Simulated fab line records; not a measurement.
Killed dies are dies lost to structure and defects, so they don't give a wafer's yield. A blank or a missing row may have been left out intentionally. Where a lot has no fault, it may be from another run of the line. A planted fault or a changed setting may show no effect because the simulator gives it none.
2 desks looking at one fault | flow berkeley-cmos170 | only its own numbers are on each desk; what lay behind them is given at the end

== METROLOGY DESK ==
What the gauges read for every lot (on any tool): the sampled wafers with a number, averaged. Marked OUT: a lot whose mean sits more than 4 standard deviations from the usual mean, which makes it out of limits; the brackets give that distance.
Columns: A = cd-nm at UCB170_CONTACT_CD_MEAS_15, usual 700.2 nm; B = CONTACT_OVL at UCB170_CONTACT_OVL_MEAS_16, usual -2 nm; C = M1_AL_THK at UCB170_M1_THK_MEAS_02, usual 596 nm
lot  | first seen here | A     | B  | C
L750 | day 8 13:03     | 698.6 | 5  | 583
L751 | day 8 13:20     | 699.4 | -1 | 601
L752 | day 8 13:50     | 700.1 | 7  | 596
L754 | day 9 12:45     | 702.1 | -6 | 604
L753 | day 9 13:00     | 698.4 | -4 | 596
L756 | day 10 06:58    | 697.3 | -2 | 595
L758 | day 10 20:14    | 701.5 | 3  | 588
L764 | day 12 08:58    | 701.9 | -3 | 598
L766 | day 12 12:57    | 698.5 | 2  | 595
L768 | day 12 23:23    | 700.2 | -1 | 606
L770 | day 13 04:26    | 699.5 | -4 | 603
L773 | day 13 16:02    | 698.2 | -5 | 592
L772 | day 13 16:21    | 700.7 | -6 | 607
L771 | day 13 16:43    | 702.5 | -3 | 589
This desk's verdict: no lot among the 14 shows anything out of limits.

== DESK OF THE TOOL OWNER: rie-diel-01 ==
The tool's own readings at UCB170_ZERO_ETCH_06 (etches SiO2 in CHF3/CF4/Ar, time 12 s): means of the sampled wafers that have a number, for each lot that ran on this tool. Marked OUT: a lot whose mean sits more than 4 standard deviations from the usual mean, which makes it out of limits; the brackets give that distance.
Columns: A = cf4-flow-sccm at UCB170_ZERO_ETCH_06, usual 10.00 sccm; B = drypump-motor-current-A at UCB170_ZERO_ETCH_06, usual 5.5 A; C = oes-product-au at UCB170_ZERO_ETCH_06, usual 0.616 a.u.; D = throttle-valve-pct at UCB170_ZERO_ETCH_06, usual 9.20 %
lot  | first seen here | A     | B   | C     | D
L752 | day 2 08:45     | 10.04 | 5.7 | 0.624 | 9.03
L754 | day 2 19:00     | 10.02 | 5.9 | 0.628 | 9.06
L756 | day 3 08:05     | 9.98  | 5.6 | 0.623 | 9.21
L758 | day 3 15:03     | 9.97  | 5.8 | 0.622 | 9.03
L770 | day 6 01:48     | 10.05 | 5.8 | 0.619 | 9.04
This desk's verdict: no lot among the 5 shows anything out of limits.

== BROUGHT TOGETHER ==
Metrology desk: nothing out of limits seen.
The desk of the tool owner found nothing out of limits.

== WHAT THE SIMULATOR PUT IN ==
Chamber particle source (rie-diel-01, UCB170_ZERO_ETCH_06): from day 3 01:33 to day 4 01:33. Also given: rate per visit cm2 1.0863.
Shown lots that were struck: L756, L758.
